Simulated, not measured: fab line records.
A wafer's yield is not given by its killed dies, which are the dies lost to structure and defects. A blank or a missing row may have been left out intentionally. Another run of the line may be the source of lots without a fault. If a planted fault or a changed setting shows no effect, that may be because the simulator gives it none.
Matching of chambers :: flow berkeleyCmos170 :: UCB170_V2_CMP_02 on cmp-01 has 4 sister chambers
The step polishes SiO2. 4 wafers are shown with their chamber, then 9 later ones without.

## EACH WAFER AND ITS CHAMBER
wafer: L723.5
chamber: 2
motorCurrentA (A): 11.8

wafer: L725.3
chamber: 0
motorCurrentA (A): 17.9

wafer: L725.4
chamber: 1
motorCurrentA (A): 13.8

wafer: L725.5
chamber: 3
motorCurrentA (A): 15.7

## WAFERS WITH NO CHAMBER GIVEN
wafer: L727.3
motorCurrentA (A): 14.3

wafer: L727.4
motorCurrentA (A): 14.9

wafer: L727.6
motorCurrentA (A): 16.8

wafer: L728.2
motorCurrentA (A): 17.8

wafer: L728.4
motorCurrentA (A): 15.3

wafer: L728.6
motorCurrentA (A): 17.1

wafer: L732.2
motorCurrentA (A): 15.4

wafer: L732.3
motorCurrentA (A): 14.5

wafer: L732.4
motorCurrentA (A): 11.7

## EACH ONE'S CHAMBER
wafer: L727.3
from the rows above: can't be placed: 1 or 3
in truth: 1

wafer: L727.4
from the rows above: can't be placed: 3 or 1
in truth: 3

wafer: L727.6
from the rows above: can't be placed: 0 or 3
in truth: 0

wafer: L728.2
from the rows above: 0
in truth: 0

wafer: L728.4
from the rows above: can't be placed: 3 or 1
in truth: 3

wafer: L728.6
from the rows above: can't be placed: 0 or 3
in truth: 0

wafer: L732.2
from the rows above: 3
in truth: 3

wafer: L732.3
from the rows above: can't be placed: 1 or 3
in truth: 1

wafer: L732.4
from the rows above: 2
in truth: 2
Placed correctly: 3 of 9. Not placeable from these rows: 6 (in 6, the candidates include the true chamber). Placed wrongly: 0.
How it was worked out, from the rows above alone: a wafer's distance from a chamber is the root of the sum, over the readings, of the square of ((its reading less the chamber's mean) divided by the reading's scatter). The wafer belongs to the nearest chamber; if the next one is less than 2 further off, it can't be placed. Each chamber's mean is taken over the wafers shown for it. The scatter: root of mean squared gap, hidden wafer to nearest shown wafer, with one shown wafer a chamber.
